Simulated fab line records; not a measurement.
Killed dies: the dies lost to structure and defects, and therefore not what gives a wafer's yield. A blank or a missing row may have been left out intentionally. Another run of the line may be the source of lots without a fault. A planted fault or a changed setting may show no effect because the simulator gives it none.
A lot that was struck, set against a sound lot | flow rit-cmos | 15 out of 202 route steps
Sound: the wafers L298.1, L298.3, L298.5. Struck: wafers L314.1, L314.2, L314.4. The cause comes at the end.
Per side, at each step with rows, come the tool, then ch with its chambers, and then its first start. Under that, the readings that differ: sound wafers | struck wafers | difference of the means | sigmas: that difference in standard deviations of wafers without a fault.
alike: same words and numbers on both sides, and readings whose means sit less than 2 such deviations apart. not compared: any withheld reading, any reading some wafer has no value for, any bound like >300 that may hide the same value, and any number with overlapping values for which the record gives no deviation.
Wherever a step has rows on one side only, a row that says differs or no value, or a row with sigmas, the two part there. Numbers that don't overlap but have no deviation are shown without sigmas and don't part them. A reading missing from all wafers of one side parts the sides only when that side holds two or more wafers.

first, 1 step without rows for these wafers: RIT_ACTIVE_OXIDATION_01 (target thk 46.8 nm, ox time 3360 s).
RIT_ACTIVE_THK_MEAS_02:
  sound on film-metro-02 at day 1 18:59; struck on film-metro-04 at day 5 04:11
  alike: ACTIVE_OXIDE_THK
then, 1 step without rows for these wafers: RIT_ACTIVE_CVD_03 (deposits Si3N4 from SiH2Cl2/NH3, target thk 150 nm, time 1500 s).
RIT_ACTIVE_THK_MEAS_04:
  sound on film-metro-02 at day 1 20:27; struck on film-metro-04 at day 5 05:43
  reading                 | sound             | struck            | difference | sigmas
  ACTIVE_NITRIDE_THK (nm) | 149.7 149.9 150.2 | 146.9 146.3 146.1 | -3.5       | -2
then, 6 steps without rows for these wafers: RIT_ACTIVE_HMDS_05 (prime time 60 s); RIT_ACTIVE_COAT_06 (resist thk 1000 nm); RIT_ACTIVE_SOFTBAKE_07 (time 60 s); RIT_ACTIVE_EXPOSE_08 (exposes mask M1, target cd 1400 nm); RIT_ACTIVE_PEB_09; RIT_ACTIVE_DEVELOP_10 (develop time 50 s).
RIT_ACTIVE_CD_MEAS_11: target cd 1400 nm.
  sound on cd-sem-02 at day 1 21:29; struck on cd-sem-01 at day 5 06:37
  alike: cd-nm
then, 1 step without rows for these wafers: RIT_ACTIVE_HARDBAKE_12 (time 60 s).
RIT_ACTIVE_ETCH_13: etches Si3N4 in SF6, stops on SiO2, time 210 s, target depth 210 nm.
  sound on rie-diel-04 ch 0,1,2, day 1 21:46; struck on rie-diel-04 ch 0,1,2, day 5 06:59
  reading                                     | sound             | struck            | difference | sigmas
  model.NOVOLAK_of_ACTIVE_COAT_06.thk-nm (nm) | 650.4 666.8 658.3 | 680.5 676.5 677.3 | +19.6      |
  alike: drypump-motor-current-A, oes-product-au, throttle-valve-pct
  not compared: rf-hours-counter-h
RIT_ACTIVE_STRIP_14: strips in O2, time 180 s.
  sound on plasma-asher-01 ch 0,1, day 1 21:53; struck on plasma-asher-01 ch 0,1, day 5 07:08
  alike: drypump-motor-current-A
  not compared: rf-hours-counter-h
after that, 1 step had no rows for these wafers: RIT_M1_PROBE_99.

## WHERE THEY PART
Only at RIT_ACTIVE_THK_MEAS_04, as far as this record shows. Later steps at which nothing parts them and some readings are alike: RIT_ACTIVE_CD_MEAS_11, RIT_ACTIVE_ETCH_13, RIT_ACTIVE_STRIP_14.

WHY: what the simulator had put in
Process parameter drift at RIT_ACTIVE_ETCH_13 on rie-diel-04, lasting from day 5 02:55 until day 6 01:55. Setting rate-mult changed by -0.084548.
